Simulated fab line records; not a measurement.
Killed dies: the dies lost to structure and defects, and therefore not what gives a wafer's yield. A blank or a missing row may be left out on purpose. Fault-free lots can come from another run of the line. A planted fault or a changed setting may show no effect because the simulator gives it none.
A lot that was struck, set against a sound lot -- flow rit_cmos -- 15 out of 202 route steps
Sound: these wafers, L513.1, L513.4, L513.6. Wafers struck: L530.2, L530.3, L530.5. At the end, the cause is stated.
Each step with rows lists, per side, the tool, then ch with its chambers, then its first start. Under that, the readings that differ: sound wafers -- struck wafers -- difference of the means -- sigmas: that difference in standard deviations of wafers without a fault.
alike: readings whose means differ by less than 2 such deviations, and words and numbers that are the same on both sides. not compared: withheld readings, readings that some wafer has no value for, bounds like >300 that may hide the same value, and numbers for which the record gives no deviation and whose values overlap.
A row with sigmas, a row that says differs or no value, or rows on one side alone: a step with any of these is where the two part. Numbers that have no deviation but don't overlap get no sigmas and don't part them. A reading that every wafer of one side lacks parts them only if that side has two wafers or more.

RIT_FOX2_THK_MEAS_01:
  sound: film_metro-03 at day 3 03:45; struck: film_metro-01 at day 6 10:41
  alike: FOX2_OXIDE_THK
then, 2 steps without rows for these wafers: RIT_FOX2_CLEAN_02 (cleans in dHF, time 180 s); RIT_FOX2_WET_ETCH_03 (etches Si3N4 in H3PO4, target depth 195 nm, time 2700 s).
RIT_FOX2_THK_MEAS_90:
  sound: film_metro-02 at day 3 04:37; struck: film_metro-01 at day 6 11:33
  alike: FIELD_OXIDE_LEFT_1_THK
then, 6 steps without rows for these wafers: RIT_NWELL_HMDS_00 (prime time 60 s); RIT_NWELL_COAT_01 (resist thk 1300 nm); RIT_NWELL_SOFTBAKE_02 (time 60 s); RIT_NWELL_EXPOSE_03 (exposes mask M2, target cd 43900 nm); RIT_NWELL_PEB_04; RIT_NWELL_DEVELOP_05 (develop time 68 s).
RIT_NWELL_OVL_MEAS_06:
  sound: overlay-01 at day 3 05:48; struck: overlay-01 at day 6 12:58
  alike: NWELL_OVL
then, 1 step without rows for these wafers: RIT_NWELL_HARDBAKE_07 (time 120 s).
RIT_NWELL_IMPLANT_08:
  sound on implanter-02 ch 0, day 3 06:06; struck on implanter-04 ch 0, day 6 13:16
reading,sound,struck,difference,sigmas
beam_energy_keV,170.07 169.96 169.94,163.44 163.45 163.35,-6.58,-99 or more
model.implant.rp_nm (nm),209.6 209.6 209.6,208.9 208.9 208.9,-0.7,
model.implant.drp_nm (nm),68.82 68.82 68.82,66.88 66.88 66.88,-1.94,
  alike: beam_on_s
RIT_NWELL_STRIP_09: strips in O2, time 180 s.
  sound on plasma_asher-01 ch 0, day 3 06:15; struck on plasma_asher-01 ch 0,1, day 6 13:24
  alike: drypump_motor_current_A
  not compared: rf_hours_counter_h
RIT_M1_PROBE_99:
  sound: prober-02 at day 5 00:11; struck: prober-02 at day 8 04:24
reading,sound,struck,difference,sigmas
model.etest.field_p_metal.vt_v (V),-29.21 -28.71 -29.35,-27.9 -27.65 -28.24,+1.2,
  alike: killed_at_front_end, killed_dies, killed_on_rim, killed_open, killed_short
  not compared: model.etest.field_p.vt_v

## WHERE THEY PART
RIT_NWELL_IMPLANT_08 only, going by this record. Later steps at which nothing parts them and some readings are alike: RIT_NWELL_STRIP_09, RIT_M1_PROBE_99.

WHY: whatever the simulator had introduced
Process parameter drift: implanter-04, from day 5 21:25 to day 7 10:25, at RIT_NWELL_IMPLANT_08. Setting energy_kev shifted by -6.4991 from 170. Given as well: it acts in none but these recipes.
